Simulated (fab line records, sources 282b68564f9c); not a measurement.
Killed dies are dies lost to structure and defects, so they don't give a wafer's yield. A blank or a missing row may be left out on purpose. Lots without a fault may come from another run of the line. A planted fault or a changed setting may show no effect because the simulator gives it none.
Problem report in the 8D (eight disciplines) form, filled by code | flow rit_cmos | the parts of the form that need people (team, actions taken, sign-off) are left out

1. THE PROBLEM
PLDD_TW at RIT_PLDD_TW_MEAS_10 reads a mean of 1472 on 6 wafers of 2 lots; wafers without a fault read 2338 with a standard deviation of 22. That is -39 standard deviations from the usual mean.
First seen on wafer L486.2, day 4 19:04, on film_metro-04. The record holds 42 wafers of 14 lots with a number at this step. Rule for "out", or "out of limits": more than 4 standard deviations from the usual mean. The other wafers with a number count as sound.

2. WHAT IT IS AND WHAT IT IS NOT
question                    | is                           | is not
which readings at this step | PLDD_TW                      | -
which lots                  | L486, L487                   | L478, L479, L480, L482, L485, L491, L493, L494, L496, L498, L500, L501
which wafers of those lots  | all that have a number       | -
read on which gauges        | film_metro-01, film_metro-04 | film_metro-02
when                        | from day 4 19:04             | up to then (15 sound wafers); but 21 sound wafers of L491, L493, L494, L496, L498, L500, L501 came after

3. SUSPECTS, AND WHAT RULES EACH OUT
Counting: a tool at a process step up to the reading stays a suspect if it ran every lot that is out and no sound lot after the first of them.
- the gauge at RIT_PLDD_TW_MEAS_10: ruled out. The wafers that are out were read on 2 gauges (film_metro-01, film_metro-04).
- implanter-01 at RIT_PLDD_IMPLANT_08: kept. It ran every lot that is out, first L486 (day 4 18:46), and no sound lot after that; its last sound lot up to then is L480 (day 3 14:17). Its own readings are out on those wafers: dose_ions_cm2, end_station_pressure_torr, faraday_current_uA.
Left after counting: implanter-01 at RIT_PLDD_IMPLANT_08.

4. THE CAUSE (what the simulator had put in)
Process parameter drift: implanter-01, from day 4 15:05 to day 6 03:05, at RIT_PLDD_IMPLANT_08. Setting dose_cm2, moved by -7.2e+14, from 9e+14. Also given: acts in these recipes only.
Counting left only this tool.

5. THE CHAIN OF EFFECTS, in route order
Each row: a reading whose mean over the struck wafers that have a number lies more than 3 standard deviations from the usual. Only readings for which the record gives a usual standard deviation are gone through. hours: the time from each lot's start at the first step in this table that gives one to its start at this step, as a median over the lots. sigmas: the change in usual standard deviations.
hours | step                    | reading                   | usual        | on struck wafers | change     | sigmas
0     | RIT_PLDD_IMPLANT_08     | dose_ions_cm2             | 9.002e+14    | 1.797e+14        | -7.205e+14 | -99 or more
0     | RIT_PLDD_IMPLANT_08     | end_station_pressure_torr | 7.3e-06 Torr | 5.4e-06          | -1.9e-06   | -5.5
0     | RIT_PLDD_IMPLANT_08     | faraday_current_uA        | 2821         | 564              | -2257      | -38
0     | RIT_PLDD_TW_MEAS_10     | PLDD_TW                   | 2338         | 1472             | -866       | -39
7     | RIT_SDANNEAL_RS_MEAS_06 | PLDD_RS                   | 178.8 ohm/sq | 610.0            | +431.2     | +99 or more
The process steps in it:
- RIT_PLDD_IMPLANT_08

6. WHAT WOULD HAVE CAUGHT IT SOONER
In this record the first reading out of limits at a measuring or inspecting step was taken at day 4 19:04, 4 hours after the fault began at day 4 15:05.
The tool's own readings at RIT_PLDD_IMPLANT_08 were out on every struck wafer that the step has a row for (dose_ions_cm2, end_station_pressure_torr, faraday_current_uA): an alarm limit on them would have fired on the first of those.
Of the lots that are out (2), L487 began RIT_PLDD_IMPLANT_08 on implanter-01 after day 4 19:04. A hold on the tool at that time would have spared it.
